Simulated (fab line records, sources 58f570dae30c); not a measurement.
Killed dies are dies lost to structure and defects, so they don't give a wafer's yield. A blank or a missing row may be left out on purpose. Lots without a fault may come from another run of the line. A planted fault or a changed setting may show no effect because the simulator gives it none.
Split-lot experiment | flow berkeley_cmos170 | 5 lots, 27 wafers read, on a route of 331 steps

THE SPLIT
At UCB170_M3_METAL_ETCH_18 (etches Al in Cl2/BCl3, stops on SiO2, target depth 1170 nm, time 195 s), the setting target_depth_a was moved away from the recipe's 11700 angstrom on 6 of the 27 wafers read, by -21.0% to +27.9%. The other wafers ran this setting at the recipe's value.

FROM THE SPLIT TO THE READING: what the file shows between them, 1 step
- UCB170_M3_STRIP_19: strips in O2

THE READING
cd_nm, in nm, at UCB170_M3_CD_MEAS_90 (target cd 700 nm). Fault-free wafers of this fab line usually give 698.9 nm, standard deviation 2.6 nm.

wafer  | tool, chamber at the split | target_depth_a as run, angstrom | against the recipe | cd_nm, nm | against lot-mates on the recipe
L075.1 | rie_metal-02, 1            | 9243                            | -21.0%             | 710.1     | +11.2
L075.2 | rie_metal-02, 0            | 9243                            | -21.0%             | 706.7     | +7.8
L075.3 | rie_metal-02, 0            | 9243                            | -21.0%             | 710.2     | +11.3
L075.4 | rie_metal-02, 1            | 11700                           | recipe             | 699.8     | -
L075.5 | rie_metal-02, 0            | 11700                           | recipe             | 697.6     | -
L075.6 | rie_metal-02, 1            | 11700                           | recipe             | 699.4     | -
L077.1 | rie_metal-04, 1            | 14970                           | +27.9%             | 686.0     | -13.2
L077.2 | rie_metal-04, 0            | 11700                           | recipe             | 700.7     | -
L077.3 | rie_metal-04, 1            | 11700                           | recipe             | 699.1     | -
L077.4 | rie_metal-04, 0            | 11700                           | recipe             | 697.9     | -
L077.5 | rie_metal-04, 0            | 14970                           | +27.9%             | 687.4     | -11.8
L077.6 | rie_metal-04, 1            | 14970                           | +27.9%             | 684.2     | -15.0
L078.1 | rie_metal-01, 0            | 11700                           | recipe             | 696.0     | -
L078.2 | rie_metal-01, 1            | 11700                           | recipe             | 698.6     | -
L078.3 | rie_metal-01, 1            | 11700                           | recipe             | 697.5     | -
L078.4 | rie_metal-01, 0            | 11700                           | recipe             | 693.3     | -
L078.5 | rie_metal-01, 1            | 11700                           | recipe             | 698.7     | -
L078.6 | rie_metal-01, 0            | 11700                           | recipe             | 692.2     | -
L081.2 | rie_metal-04, 0            | 11700                           | recipe             | 701.5     | -
L081.5 | rie_metal-04, 0            | 11700                           | recipe             | 700.6     | -
L081.6 | rie_metal-04, 1            | 11700                           | recipe             | 699.5     | -
L080.1 | rie_metal-02, 1            | 11700                           | recipe             | 700.7     | -
L080.2 | rie_metal-02, 0            | 11700                           | recipe             | 699.0     | -
L080.3 | rie_metal-02, 1            | 11700                           | recipe             | 699.5     | -
L080.4 | rie_metal-02, 0            | 11700                           | recipe             | 700.5     | -
L080.5 | rie_metal-02, 1            | 11700                           | recipe             | 698.5     | -
L080.6 | rie_metal-02, 0            | 11700                           | recipe             | 700.4     | -

THE FIT
A straight line over all 27 wafers: cd_nm changes by -0.471 nm for each +1% of target_depth_a; r = -0.93; the points scatter about the line by 2.2 nm.
The same after taking each lot's own level away (the mean of its wafers on the recipe; 27 wafers): -0.479 nm for each +1%; r = -0.96; scatter 1.6 nm.
On that fit, the largest move of target_depth_a shifts the reading by 13 nm.
The lots' own levels span 696.05 to 700.53 nm, that is 1.7 times the standard deviation above.
So the lot-to-lot level changes the slope little: the two slopes agree.
Check: with one of the wafers moved furthest among these (+27.9%) left out of the fit, the line predicts -13.4 nm for it against its lot-mates. It came out at -13.2 nm against them.
Tool readings at the split's step, against how far the setting was moved: oes_product_au r = -0.97.

THE WHOLE CHAIN: every reading that the file lists as answering this split, in the file's order
step                    | what it does                                                           | reading                                                                   | change (the file's fit)                   | r (the file's)
UCB170_M3_METAL_ETCH_18 | etches Al in Cl2/BCl3, stops on SiO2, target depth 1170 nm, time 195 s | oes_product_au                                                            | -0.00435 a.u. for each +1% of the setting | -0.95
UCB170_M3_METAL_ETCH_18 | etches Al in Cl2/BCl3, stops on SiO2, target depth 1170 nm, time 195 s | KrF_of_M3_COAT_10.thk_nm (the simulator's own value, which no gauge read) | -7.22 nm for each +1% of the setting      | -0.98
UCB170_M3_METAL_ETCH_18 | etches Al in Cl2/BCl3, stops on SiO2, target depth 1170 nm, time 195 s | SiO2_of_V2_CVD_00.thk_nm (the simulator's own value, which no gauge read) | -0.691 nm for each +1% of the setting     | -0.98
UCB170_M3_STRIP_19      | strips in O2                                                           | oes_product_au                                                            | -0.00769 a.u. for each +1% of the setting | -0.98
UCB170_M3_CD_MEAS_90    | target cd 700 nm                                                       | cd_nm                                                                     | -0.479 nm for each +1% of the setting     | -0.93

THE FILE'S OWN FIT
cd_nm changes by -0.479 nm for each +1% of target_depth_a, r = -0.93.
